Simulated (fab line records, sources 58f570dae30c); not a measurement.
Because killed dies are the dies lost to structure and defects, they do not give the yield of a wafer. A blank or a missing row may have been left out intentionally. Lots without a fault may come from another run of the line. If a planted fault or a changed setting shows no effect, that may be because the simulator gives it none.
Split-lot study    flow berkeley cmos170    23 wafers read from 5 lots, route of 331 steps

ABOUT THE SPLIT
At UCB170_SACOX_OXIDATION_01 (target thk 14.4 nm, ox time 2400 s), the setting temp c was moved away from the recipe's 900 C on 15 of the 23 wafers read, by -1.3% to +2.5%. The other wafers ran this setting at the recipe's value.

There is no step in the file separating the split from the reading.

THE READING
At UCB170_SACOX_THK_MEAS_02: SACOX_OXIDE_THK, given in nm. Fault-free wafers of this fab line usually give 14.4 nm, standard deviation 0.32 nm.

wafer   tool, chamber at the split  temp c as run, C  against the recipe  SACOX_OXIDE_THK, nm  against lot-mates on the recipe
L074.2  -, -                        900               recipe              14.5                 -
L074.3  -, -                        900               recipe              14.6                 -
L074.4  -, -                        900               recipe              14.8                 -
L074.5  -, -                        900               recipe              14.8                 -
L074.6  -, -                        900               recipe              14.8                 -
L075.2  -, -                        908               +0.9%               16.3                 no lot-mate on the recipe
L075.3  -, -                        908               +0.9%               16.0                 no lot-mate on the recipe
L075.4  -, -                        908               +0.9%               16.3                 no lot-mate on the recipe
L075.5  -, -                        908               +0.9%               16.1                 no lot-mate on the recipe
L075.6  -, -                        908               +0.9%               16.2                 no lot-mate on the recipe
L077.3  furnace-02, 0               900               recipe              14.0                 -
L077.4  furnace-02, 0               900               recipe              13.9                 -
L077.5  furnace-02, 0               900               recipe              14.1                 -
L080.1  -, -                        922.9             +2.5%               17.7                 no lot-mate on the recipe
L080.2  -, -                        922.9             +2.5%               17.9                 no lot-mate on the recipe
L080.3  -, -                        922.9             +2.5%               17.8                 no lot-mate on the recipe
L080.4  -, -                        922.9             +2.5%               17.9                 no lot-mate on the recipe
L080.5  -, -                        922.9             +2.5%               17.7                 no lot-mate on the recipe
L082.1  -, -                        888.5             -1.3%               12.6                 no lot-mate on the recipe
L082.2  -, -                        888.5             -1.3%               12.7                 no lot-mate on the recipe
L082.3  -, -                        888.5             -1.3%               12.8                 no lot-mate on the recipe
L082.5  -, -                        888.5             -1.3%               12.8                 no lot-mate on the recipe
L082.6  -, -                        888.5             -1.3%               13.0                 no lot-mate on the recipe

THE FIT
A straight line over all 23 wafers: SACOX_OXIDE_THK changes by +1.34 nm for each +1% of temp c; r = +0.98; the points scatter about the line by 0.34 nm.
Too few moved wafers have a lot-mate on the recipe to fit a line with each lot's own level taken away.

THE WHOLE CHAIN: every reading that the file lists as answering this split, in the file's order
step                       what it does                        reading                                                                             change (the file's fit)               r (the file's)
UCB170_SACOX_OXIDATION_01  target thk 14.4 nm, ox time 2400 s  SiO2_of_SACOX_OXIDATION_01.thk nm (the simulator's own value, which no gauge read)  +1.34 nm for each +1% of the setting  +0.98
UCB170_SACOX_THK_MEAS_02                                       SACOX_OXIDE_THK                                                                     +1.34 for each +1% of the setting     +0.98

THE FILE'S OWN FIT
SACOX_OXIDE_THK changes by +1.34 nm for each +1% of temp c, r = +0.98.
